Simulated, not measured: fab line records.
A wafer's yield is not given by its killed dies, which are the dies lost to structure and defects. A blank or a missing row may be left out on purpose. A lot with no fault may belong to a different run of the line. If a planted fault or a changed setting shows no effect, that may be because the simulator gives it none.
Comparing a struck lot with a sound one -- flow berkeley_cmos170 -- 28 out of 331 route steps
Sound: these wafers, L599.1, L599.3, L599.4. The struck wafers were L606.1, L606.2, L606.5. The cause is named last.
Per side, at each step with rows, come the tool, then ch with its chambers, and then its first start. Under that, the readings that differ: sound wafers -- struck wafers -- difference of the means -- sigmas: that difference in standard deviations of wafers without a fault.
alike: a reading whose means differ by less than 2 such deviations, as well as words and numbers matching on both sides. not compared: withheld readings; readings where some wafer has no value; bounds like >300 that might hide an equal value; numbers whose values overlap and for which the record gives no deviation.
A row with sigmas, a row that says differs or no value, or rows on one side alone: a step with any of these is where the two part. Numbers that don't overlap but have no deviation are shown without sigmas and don't part them. Lack of a reading on every wafer of one side parts them only where that side has two or more wafers.

UCB170_PWELL_STRIP_16: strips in O2.
  sound on plasma_asher-04 ch 0,1, day 3 07:47; struck on plasma_asher-02 ch 0,1, day 4 10:28
  alike: chamber_pressure_mTorr, drypump_motor_current_A, oes_product_au, strip_time_to_endpoint_s
  not compared: rf_hours_counter_h
UCB170_PWELL_TW_MEAS_17:
  struck on film_metro-02, day 4 10:34; sound on film_metro-02, day 3 07:53
  alike: PWELL_TW
then, 5 steps without rows for these wafers: UCB170_PWELL_CLEAN_18 (cleans in SPM, time 600 s); UCB170_PWELL_WET_ETCH_19 (etches Si3N4 in H3PO4, time 14400 s); UCB170_PWELL_WET_ETCH_20 (etches SiO2 in BOE, time 22 s); UCB170_WELLDRIVE_CLEAN_00 (cleans in SPM, time 600 s); UCB170_WELLDRIVE_OXIDATION_01 (target thk 199 nm, ox time 9000 s).
UCB170_WELLDRIVE_THK_MEAS_02:
  struck on film_metro-04, day 4 20:12; sound on film_metro-02, day 3 16:59
  alike: WELLDRIVE_OXIDE_THK
then, 4 steps without rows for these wafers: UCB170_WELLDRIVE_ANNEAL_03 (time 900 s); UCB170_WELLDRIVE_WET_ETCH_04 (etches SiO2 in BOE, time 120 s); UCB170_ACTIVE_CLEAN_00 (cleans in SPM, time 600 s); UCB170_ACTIVE_CLEAN_01 (cleans in dHF, time 60 s).
UCB170_ACTIVE_OXIDATION_02: target thk 26.4 nm, ox time 1260 s.
  sound on furnace-03 ch 0, day 3 23:59; struck on furnace-01 ch 0, day 5 01:47
  alike: ox_temp_c, spike_tc_load_C, tube_center_temp_C
UCB170_ACTIVE_THK_MEAS_03:
  struck on film_metro-01, day 5 03:08; sound on film_metro-01, day 4 01:20
reading,sound,struck,difference,sigmas
ACTIVE_OXIDE_THK (nm),26.1 26.0 26.6,37.4 37.8 37.7,+11.4,+22
then, 2 steps without rows for these wafers: UCB170_ACTIVE_ANNEAL_04 (time 900 s); UCB170_ACTIVE_CVD_05 (deposits Si3N4 from SiH2Cl2/NH3, target thk 220 nm, time 3300 s).
UCB170_ACTIVE_THK_MEAS_06:
  struck on film_metro-03, day 5 07:13; sound on film_metro-01, day 4 05:17
  alike: ACTIVE_NITRIDE_THK
then, 6 steps without rows for these wafers: UCB170_ACTIVE_HMDS_07 (prime time 60 s); UCB170_ACTIVE_COAT_08 (resist thk 900 nm); UCB170_ACTIVE_SOFTBAKE_09 (time 60 s); UCB170_ACTIVE_EXPOSE_10 (exposes mask ACTIVE, target cd 1200 nm); UCB170_ACTIVE_PEB_11; UCB170_ACTIVE_DEVELOP_12 (develop time 45 s).
UCB170_ACTIVE_CD_MEAS_13: target cd 1200 nm.
  struck on cd_sem-02, day 5 09:16; sound on cd_sem-01, day 4 06:19
reading,sound,struck,difference,sigmas
cd_nm (nm),1201.5 1201.8 1202.0,1198.6 1198.5 1198.4,-3.3,-2
UCB170_ACTIVE_OVL_MEAS_14:
  struck on overlay-02, day 5 09:23; sound on overlay-02, day 4 06:26
  alike: ACTIVE_OVL
UCB170_ACTIVE_ETCH_15: etches Si3N4 in CH3F/Ar/O2, stops on SiO2, target depth 242 nm, time 148.7 s.
  sound on rie_diel-04 ch 0,2,3, day 4 06:28; struck on rie_diel-02 ch 1,3, day 5 09:25
reading,sound,struck,difference,sigmas
model.SiO2_of_ACTIVE_OXIDATION_02.thk_nm (nm),22.48 22.39 23.01,33.77 34.29 34.07,+11.42,
  alike: chamber_pressure_mTorr, drypump_motor_current_A, oes_product_au, throttle_valve_pct
  not compared: rf_hours_counter_h
UCB170_ACTIVE_STRIP_16: strips in O2.
  sound on plasma_asher-04 ch 0,1, day 4 06:34; struck on plasma_asher-04 ch 0,1, day 5 09:31
  alike: chamber_pressure_mTorr, drypump_motor_current_A, oes_product_au, strip_time_to_endpoint_s
  not compared: rf_hours_counter_h
after that, 1 step had no rows for these wafers: UCB170_M3_PROBE_99.

## WHERE THEY PART
Earliest at UCB170_ACTIVE_THK_MEAS_03; latest, in this record, at UCB170_ACTIVE_CD_MEAS_13. Later steps at which nothing parts them and some readings are alike: UCB170_ACTIVE_OVL_MEAS_14, UCB170_ACTIVE_ETCH_15, UCB170_ACTIVE_STRIP_16.

WHY: what the simulator had put in
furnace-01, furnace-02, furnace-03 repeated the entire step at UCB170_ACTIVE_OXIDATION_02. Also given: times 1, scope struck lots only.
